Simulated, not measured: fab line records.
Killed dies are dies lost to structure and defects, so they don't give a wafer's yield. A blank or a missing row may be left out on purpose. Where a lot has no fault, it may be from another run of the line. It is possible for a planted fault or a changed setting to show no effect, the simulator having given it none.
2 desks looking at one fault -- flow ritCmos -- what lay behind the numbers comes last; until then each desk has only its own

FROM THE METROLOGY DESK
Lot by lot, what the gauges showed, no matter which tool ran the lot: averages of those sampled wafers that carry a number. The brackets show how far a lot's mean lies from the usual mean; more than 4 standard deviations puts the lot out of limits, marked OUT. It has 14 readings, of which 7 appear: the earliest out of limits, and the ones furthest out on some lot.
Columns: A = NSD_RS at RIT_SDANNEAL_RS_MEAS_05, usual 84.51 ohm/sq; B = PLDD_RS at RIT_SDANNEAL_RS_MEAS_06, usual 178.4 ohm/sq; C = SILICIDE_TI_RS at RIT_SILICIDE_RS_MEAS_02, usual 49.7 ohm/sq; D = SILICIDE_TI_THK at RIT_SILICIDE_THK_MEAS_03, usual 28.8 nm; E = CONTACT_TEOS_THK at RIT_CONTACT_THK_MEAS_01, usual 399 nm; F = M1_AL_RS at RIT_M1_RS_MEAS_01, usual 0.0750 ohm/sq; G = M1_AL_THK at RIT_M1_THK_MEAS_02, usual 389 nm
lot,first seen here,A,B,C,D,E,F,G
L468,day 3 12:39,84.54,178.1,49.2,28.8,396,0.0754,390
L472,day 4 09:58,84.60,177.8,49.8,28.6,401,0.0747,392
L479,day 5 17:51,84.68,178.4,51.0,28.1,397,0.0735,396
L480,day 5 21:09,84.52,177.7,48.9,29.2,430 (+6.3) OUT,0.0742,393
L483,day 6 12:03,84.75,179.3,49.7,28.9,433 (+6.8) OUT,0.0755,386
L488,day 7 15:37,85.00,178.7,49.0,28.9,402,0.0741,394
This desk reports L480, L483 out of limits; the earliest was L480 at day 5 22:12 (CONTACT_TEOS_THK at RIT_CONTACT_THK_MEAS_01). Within limits: L468, L472, L479, L488.

TOOL OWNER'S DESK, pecvd-02
The tool's own readings at RIT_CONTACT_CVD_00 (deposits SiO2 from TEOS, target thk 400 nm, time 61 s): means of the sampled wafers that have a number, for each lot that ran on this tool. The brackets show how far a lot's mean lies from the usual mean; more than 4 standard deviations puts the lot out of limits, marked OUT.
Columns: A = heaterPowerW at RIT_CONTACT_CVD_00, usual 327 W; B = runLengthS at RIT_CONTACT_CVD_00, usual 89.0 s
lot,first seen here,A,B
L468,day 3 13:38,318,89.4
L480,day 5 22:09,354,94.1 (+11) OUT
L483,day 6 13:01,333,94.5 (+11) OUT
This desk's finding: out of limits on L480, L483; first on L480, day 5 22:09 (runLengthS at RIT_CONTACT_CVD_00). Within limits: L468.

ALL TOGETHER
The tool owner's desk could have raised an alarm at day 5 22:09, on L480, L483.
An alarm was possible from the metrology desk at day 5 22:12, on L480, L483.
On pecvd-02, each named lot ran RIT_CONTACT_CVD_00.

WHAT HAD BEEN PUT IN BY THE SIMULATOR
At RIT_CONTACT_CVD_00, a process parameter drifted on pecvd-02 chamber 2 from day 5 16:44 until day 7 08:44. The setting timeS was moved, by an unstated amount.
Struck lots among those shown: L480, L483.
Time in hours from fault onset to the first out-of-limits reading at each desk: tool owner's desk 5, metrology desk 5.
